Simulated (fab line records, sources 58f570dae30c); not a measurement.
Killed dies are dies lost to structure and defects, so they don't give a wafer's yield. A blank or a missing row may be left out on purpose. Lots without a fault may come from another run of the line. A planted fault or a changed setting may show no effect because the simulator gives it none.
Which tool did it? | flow berkeley_cmos170 | 14 lots, 42 wafers sampled, at 3 steps of a route of 331

WHAT THE GAUGES READ, wafer by wafer
UCB170_NWELL_TW_MEAS_16. Usual: NWELL_TW 1257, standard deviation 17.
lot  | measured    | on            | NWELL_TW       | flag
L903 | day 2 08:19 | film_metro-03 | 1265 1261 1266 |
L904 | day 2 08:41 | film_metro-04 | 1245 1240 1246 |
L905 | day 2 18:10 | film_metro-01 | 1225 1225 1230 |
L906 | day 3 00:44 | film_metro-03 | 1273 1273 1279 |
L908 | day 3 07:47 | film_metro-04 | 1240 1242 1243 |
L907 | day 3 07:51 | film_metro-03 | 1269 1263 1264 |
L909 | day 3 16:08 | film_metro-01 | 1227 1231 1234 |
L910 | day 3 21:11 | film_metro-03 | 1268 1271 1271 |
L916 | day 5 06:51 | film_metro-04 | 1244 1238 1249 |
L918 | day 5 13:53 | film_metro-04 | 1236 1248 1245 |
L920 | day 5 23:35 | film_metro-03 | 1279 1279 1278 |
L921 | day 6 02:49 | film_metro-03 | 1281 1276 1274 |
L923 | day 6 12:00 | film_metro-01 | 1234 1235 1236 |
L924 | day 6 17:42 | film_metro-04 | 1250 1246 1245 |

UCB170_NVT_OVL_MEAS_06. Usual: NVT_OVL 1 nm, standard deviation 4.9.
lot  | measured    | on         | NVT_OVL (nm) | flag
L903 | day 5 13:47 | overlay-02 | 1 -5 -2      |
L904 | day 5 13:41 | overlay-02 | 16 6 10      |
L905 | day 6 02:28 | overlay-01 | -7 -2 4      |
L906 | day 6 08:19 | overlay-01 | -1 -5 0      |
L908 | day 6 17:51 | overlay-01 | 5 6 9        |
L907 | day 6 17:50 | overlay-02 | 7 6 0        |
L909 | day 7 02:07 | overlay-01 | 5 -4 2       |
L910 | day 7 02:15 | overlay-02 | 4 7 2        |
L916 | day 8 07:34 | overlay-02 | -6 -4 -3     |
L918 | day 8 11:12 | overlay-02 | -7 -6 -1     |
L920 | day 9 02:53 | overlay-02 | 6 4 3        |
L921 | day 9 03:23 | overlay-01 | 4 -3 8       |
L923 | day 9 12:31 | overlay-02 | 1 7 6        |
L924 | day 9 21:55 | overlay-01 | -1 -1 2      |

UCB170_PLDD_OVL_MEAS_07. Usual: PLDD_OVL -4 nm, standard deviation 5.7.
lot  | measured     | on         | PLDD_OVL (nm) | flag
L903 | day 6 08:34  | overlay-01 | -2 -6 0       |
L904 | day 6 09:08  | overlay-02 | -6 -11 -6     |
L905 | day 6 19:53  | overlay-02 | 10 13 4       |
L906 | day 7 03:24  | overlay-02 | -5 -8 -5      |
L908 | day 7 09:19  | overlay-01 | -6 -3 -7      |
L907 | day 7 09:05  | overlay-01 | -9 -9 -6      |
L909 | day 7 17:43  | overlay-01 | -6 -4 -10     |
L910 | day 7 17:56  | overlay-01 | -5 2 2        |
L916 | day 8 22:20  | overlay-02 | -3 3 -6       |
L918 | day 9 04:58  | overlay-01 | -4 -5 -5      |
L920 | day 9 21:13  | overlay-01 | -4 -9 -11     |
L921 | day 9 21:46  | overlay-02 | 4 -1 5        |
L923 | day 10 02:30 | overlay-01 | 7 8 0         |
L924 | day 10 16:05 | overlay-01 | -15 -15 -9    |

WHICH TOOL RAN EACH LOT (tool, then ch and the chambers of the sampled wafers, then the start)
The record holds no process step before these readings.

WHAT THE TOOLS THEMSELVES READ (means of the sampled wafers that have a number; where no wafer has one, the mark that the record gives instead)
The record holds no such reading with a usual standard deviation.

THE ANSWER, worked out from the rows above alone
Rule: a lot is off if the mean of its wafers that have a number lies more than 3 standard deviations from the usual mean. A lot without any number at a reading at which 4 lots or more have one is off too. The other lots that the step has rows for count as sound. The gauges are gone through in route order, then the tools' own readings, and for those a lot's mean is taken as printed above. The first step at which some lot is off is used, and at that step the reading that is off furthest; a lot without a number counts as furthest.
No lot is off at any reading shown: from this, nothing can be told.

WHAT THE SIMULATOR HAD PUT IN
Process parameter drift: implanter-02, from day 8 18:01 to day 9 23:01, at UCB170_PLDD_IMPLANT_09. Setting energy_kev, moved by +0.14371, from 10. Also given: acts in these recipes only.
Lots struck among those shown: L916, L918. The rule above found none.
